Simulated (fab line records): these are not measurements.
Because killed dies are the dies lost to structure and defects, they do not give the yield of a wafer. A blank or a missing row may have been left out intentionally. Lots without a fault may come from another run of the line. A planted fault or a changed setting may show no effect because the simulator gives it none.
8D (eight disciplines) problem report, filled in by code | flow berkeley cmos170 | the parts of the form that need people (team, actions taken, sign-off) are left out

1. THE PROBLEM
Across 6 wafers from 2 lots, PLDD_TW at UCB170_PLDD_TW_MEAS_11 averages 1134, while fault-free wafers read 1019 with a standard deviation of 13. That is +8.9 standard deviations from the usual mean.
First seen on wafer L279.3, day 8 01:45, on film metro-01. At this step, 42 wafers from 14 lots have a number in the record. Rule for "out" (also "out of limits"): further than 4 standard deviations from the usual mean. Any other wafer with a number is counted as sound.

2. WHAT IT IS AND WHAT IT IS NOT
question                    | is                           | is not
which readings at this step | PLDD_TW                      | -
which lots                  | L279, L285                   | L276, L277, L278, L283, L287, L288, L289, L293, L294, L295, L296, L297
which wafers of those lots  | all that have a number       | -
read on which gauges        | film metro-01, film metro-04 | film metro-02
when                        | from day 8 01:45             | up to then (9 sound wafers); but 27 sound wafers of L283, L287, L288, L289, L293, L294, L295, L296, L297 came after

3. SUSPECTS, AND WHAT RULES EACH OUT
Counting: any tool at a process step up to the reading is kept as a suspect provided that every lot that is out went through it and no sound lot did after the first of them.
- the gauge at UCB170_PLDD_TW_MEAS_11: ruled out. 2 gauges (film metro-01, film metro-04) read the wafers that are out.
- implanter-03 at UCB170_PLDD_IMPLANT_08: ruled out as a lasting fault. Following L279 (day 8 01:23), the first lot on it that is out, the sound lots L294, L297 were run on it.
Left after counting: nothing in the record.

4. THE CAUSE (what the simulator had put in)
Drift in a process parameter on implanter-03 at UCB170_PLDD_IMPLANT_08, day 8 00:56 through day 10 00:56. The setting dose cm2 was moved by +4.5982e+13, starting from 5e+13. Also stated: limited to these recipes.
The count ruled it out by mistake, since the rule takes a fault to strike every lot its tool runs from the start of the fault on, and this one did not do so.

5. THE EFFECT CHAIN, in route order
Each row: a reading whose mean over the struck wafers that have a number lies more than 3 standard deviations from the usual. Readings are gone through only where the record gives a usual standard deviation; hours: the median, over the lots, of the time from a lot's start at the first step in this table giving one to that lot's start at this step; sigmas: the change measured in usual standard deviations.
hours | step                       | reading            | usual       | on struck wafers | change | sigmas
0     | UCB170_PLDD_IMPLANT_08     | beam on s          | 9.99 s      | 14.56            | +4.57  | +22
0     | UCB170_PLDD_IMPLANT_08     | dose ions cm2      | 5e+13       | 1e+14            | +5e+13 | +99 or more
0     | UCB170_PLDD_IMPLANT_08     | faraday current uA | 159         | 210              | +51    | +15
0     | UCB170_PLDD_TW_MEAS_11     | PLDD_TW            | 1019        | 1134             | +116   | +8.9
16    | UCB170_SDANNEAL_RS_MEAS_04 | PLDD_RS            | 1030 ohm/sq | 771              | -259   | -86
Process steps it contains:
- UCB170_PLDD_IMPLANT_08

6. WHAT WOULD HAVE CAUGHT IT SOONER
In this record the first reading out of limits at a measuring or inspecting step was taken at day 8 01:45, 1 hour after the fault began at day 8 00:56.
At UCB170_PLDD_IMPLANT_08, the tool's own readings (beam on s, dose ions cm2, faraday current uA) were out on each struck wafer the step has a row for, so an alarm limit on them would have fired on the first such wafer.
